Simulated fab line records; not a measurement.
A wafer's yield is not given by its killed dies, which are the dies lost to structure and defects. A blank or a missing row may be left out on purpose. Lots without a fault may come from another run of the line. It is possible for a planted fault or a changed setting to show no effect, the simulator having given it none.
Code-filled problem report in 8D (eight disciplines) form	flow berkeley_cmos170	the parts of the form that need people (team, actions taken, sign-off) are left out

1. PROBLEM STATEMENT
Across 4 wafers from 2 lots, SPACER_TEOS_THK at UCB170_SPACER_THK_MEAS_01 averages 490 nm, while fault-free wafers read 377 nm with a standard deviation of 5.7. That puts it +20 standard deviations away from the usual mean.
Seen first at day 9 01:35 on film_metro-03, wafer L974.1. Wafers with a number at this step in the record: 18, from 6 lots. Rule for "out", or "out of limits": more than 4 standard deviations from the usual mean. The other wafers with a number count as sound.

2. WHAT IT IS AND WHAT IT IS NOT
question	is	is not
which readings at this step	SPACER_TEOS_THK	-
which lots	L974, L976	L963, L967, L977, L982
which wafers of those lots	L974.1, L974.5, L976.2, L976.5	L974.4, L976.1
read on which gauges	film_metro-03, film_metro-04	film_metro-02
when	from day 9 01:35	up to then (7 sound wafers); but 7 sound wafers of L976, L977, L982 came after

3. THE SUSPECTS, EACH WITH WHAT RULES IT OUT
Counting: any tool at a process step up to the reading remains a suspect provided it ran every lot that is out. Sound lots after the first of them don't rule it out here, since some wafers of a struck lot are sound.
- the gauge at UCB170_SPACER_THK_MEAS_01 has been ruled out. 2 gauges (film_metro-03, film_metro-04) read the wafers that are out.
- pecvd-03 at UCB170_SPACER_CVD_00 (deposits SiO2 from TEOS/O2, target thk 376 nm, time 47 s): kept. Ran every lot that is out, first one L974 (day 9 01:33); last sound lot up to then L967 (day 8 01:44).
- The sound lot-mates ran in chamber 1 of pecvd-03 at UCB170_SPACER_CVD_00, but the wafers that are out ran in chamber 2.
Remaining after the count: pecvd-03 at UCB170_SPACER_CVD_00.

4. THE CAUSE (what the simulator had put in)
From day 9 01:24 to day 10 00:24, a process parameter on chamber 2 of pecvd-03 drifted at UCB170_SPACER_CVD_00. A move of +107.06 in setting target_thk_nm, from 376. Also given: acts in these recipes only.
This tool alone remained once counting was done.

5. SEQUENCE OF EFFECTS, ordered by route
Each row: a reading where the mean over the struck wafers with a number is more than 3 standard deviations away from the usual. Scope: only readings with a usual standard deviation given in the record; hours: median across lots of the time from each lot's start at the first step in this table that gives one to its start at this step; sigmas: change in usual standard deviations.
hours	step	reading	usual	on struck wafers	change	sigmas
0	UCB170_SPACER_THK_MEAS_01	SPACER_TEOS_THK	377 nm	490	+112	+20
6	UCB170_SPACER_ETCHBACK_03	oes_product_au	0.903 a.u.	1.008	+0.105	+7.0
The process steps in it:
- UCB170_SPACER_ETCHBACK_03: etches SiO2 in CHF3/CF4/Ar, stops on Si, target depth 376 nm, time 100 s.

6. HOW IT WOULD HAVE BEEN CAUGHT EARLIER
0 hours passed between the start of the fault at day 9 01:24 and the first reading out of limits at a measuring or inspecting step in this record, taken at day 9 01:35.
Tool readings at UCB170_SPACER_CVD_00 with a usual standard deviation given in the record: none out on any struck wafer, hence no alarm at a limit of 4 standard deviations on them.
Lots out: 2; of these, L976 started UCB170_SPACER_CVD_00 on pecvd-03 after day 9 01:35. A hold on the tool at that time would have spared it.
